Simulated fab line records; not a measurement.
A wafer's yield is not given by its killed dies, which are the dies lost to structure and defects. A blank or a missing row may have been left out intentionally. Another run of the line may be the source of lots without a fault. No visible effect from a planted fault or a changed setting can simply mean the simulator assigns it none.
Matching of chambers / flow rit cmos / RIT_SPACER_ETCHBACK_05 on rie diel-01: 4 sister chambers
The step etches Si3N4 in SF6/CHF3, stops on SiO2, target depth 250 nm, time 240 s. 4 wafers are shown with their chamber, then 9 later ones without.

WAFERS, EACH WITH ITS CHAMBER
wafer=L123.2; chamber=3; throttle valve pct (%)=10.41
wafer=L123.5; chamber=0; throttle valve pct (%)=10.22
wafer=L130.2; chamber=1; throttle valve pct (%)=10.08
wafer=L130.6; chamber=2; throttle valve pct (%)=10.30

WAFERS WITHOUT THEIR CHAMBER
wafer=L133.2; throttle valve pct (%)=10.08
wafer=L133.4; throttle valve pct (%)=10.40
wafer=L133.6; throttle valve pct (%)=10.29
wafer=L136.1; throttle valve pct (%)=10.24
wafer=L136.3; throttle valve pct (%)=10.07
wafer=L136.5; throttle valve pct (%)=10.30
wafer=L137.2; throttle valve pct (%)=10.31
wafer=L137.4; throttle valve pct (%)=10.21
wafer=L137.6; throttle valve pct (%)=10.41

CHAMBER TAKEN BY EACH
wafer=L133.2; from the rows above=1; in truth=1
wafer=L133.4; from the rows above=3; in truth=3
wafer=L133.6; from the rows above=2; in truth=2
wafer=L136.1; from the rows above=0; in truth=0
wafer=L136.3; from the rows above=1; in truth=1
wafer=L136.5; from the rows above=2; in truth=2
wafer=L137.2; from the rows above=2; in truth=2
wafer=L137.4; from the rows above=0; in truth=0
wafer=L137.6; from the rows above=3; in truth=3
Correctly placed: 9 of 9. Number that these rows cannot place: 0. Wrongly placed: 0.
How it was worked out, from the rows above alone: a wafer's distance from a chamber is the root of the sum, over the readings, of the square of ((its reading less the chamber's mean) divided by the reading's scatter). The wafer belongs to the nearest chamber; if the next one is less than 2 further off, it can't be placed. For every chamber, the mean is computed from those of its wafers that are shown. The scatter (one wafer shown for each chamber): square how far every hidden wafer sits from the nearest shown wafer, average those squares and take the square root.
